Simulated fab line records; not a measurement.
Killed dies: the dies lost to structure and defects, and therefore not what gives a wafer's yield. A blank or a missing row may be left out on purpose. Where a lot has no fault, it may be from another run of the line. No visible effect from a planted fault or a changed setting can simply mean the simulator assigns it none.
One fault seen from 2 desks    flow rit-cmos    every desk sees just its own numbers, and what lay behind them comes last

== TOOL OWNER'S DESK, litho-track-01 ==
The tool's own readings at RIT_PWELL_COAT_01 (resist thk 1300 nm): means of the sampled wafers that have a number, for each lot that ran on this tool. If a lot's mean is further than 4 standard deviations from the usual mean, the lot is out of limits and carries the mark OUT (the distance appears in the brackets).
Columns: A = chill-plate-temp-C at RIT_PWELL_COAT_01, usual 22.96 C; B = resist-line-temp-C at RIT_PWELL_COAT_01, usual 23.01 C; C = spin-speed-rpm at RIT_PWELL_COAT_01, usual 2000.1 rpm
lot   first seen here  A      B      C
L488  day 2 03:23      22.89  22.99  2000.8
L495  day 3 16:41      22.98  23.04  1998.3
L497  day 4 01:33      23.05  22.84  2002.0
L500  day 4 14:04      23.01  23.02  2000.8
L501  day 4 22:37      23.05  23.07  1957.8 (-30) OUT
L503  day 5 07:45      22.93  23.03  1957.9 (-30) OUT
L504  day 5 13:58      22.98  22.95  1956.4 (-31) OUT
This desk finds L501, L503, L504 out of limits, L501 being first, at day 4 22:37 (spin-speed-rpm at RIT_PWELL_COAT_01). In limits: L488, L495, L497, L500.

== AT THE METROLOGY DESK ==
Means of the sampled wafers that have a number, per lot and without regard to the tool the lot ran on: this is what the gauges read. If a lot's mean is further than 4 standard deviations from the usual mean, the lot is out of limits and carries the mark OUT (the distance appears in the brackets).
Columns: A = NRETRO_TW at RIT_NRETRO_TW_MEAS_10, usual 1048; B = PSD_TW at RIT_PSD_TW_MEAS_10, usual 3412
lot   first seen here  A     B
L488  day 2 11:43      1039  3416
L489  day 2 16:16      1046  3401
L490  day 2 21:21      1052  3419
L493  day 3 13:59      1041  3419
L494  day 3 16:50      1043  3424
L495  day 4 01:05      1052  3425
L496  day 4 05:02      1050  3413
L497  day 4 09:52      1049  3394
L498  day 4 15:37      1051  3401
L499  day 4 21:40      1056  3428
L500  day 4 22:32      1055  3421
L501  day 5 07:06      1048  3432
L503  day 5 18:05      1046  3405
L504  day 5 22:25      1051  3414
L509  day 6 23:30      1051  3387
This desk found nothing out of limits on any of the 15 lots.

== PUT TOGETHER ==
The tool owner's desk could have raised an alarm at day 4 22:37, on L501, L503, L504.
At the metrology desk, nothing out of limits was observed.
The metrology desk holds a record of L501, L503, L504, inside its limits.
The lots listed all ran RIT_PWELL_COAT_01 on litho-track-01.

== WHAT THE SIMULATOR HAD PUT IN ==
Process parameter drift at RIT_PWELL_COAT_01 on litho-track-01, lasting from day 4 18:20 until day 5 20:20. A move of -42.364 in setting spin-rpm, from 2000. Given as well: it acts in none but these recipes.
Lots struck among those shown: L501, L503, L504.
Delay in hours, fault start to first out-of-limits reading, by desk: the tool owner's desk at 4.
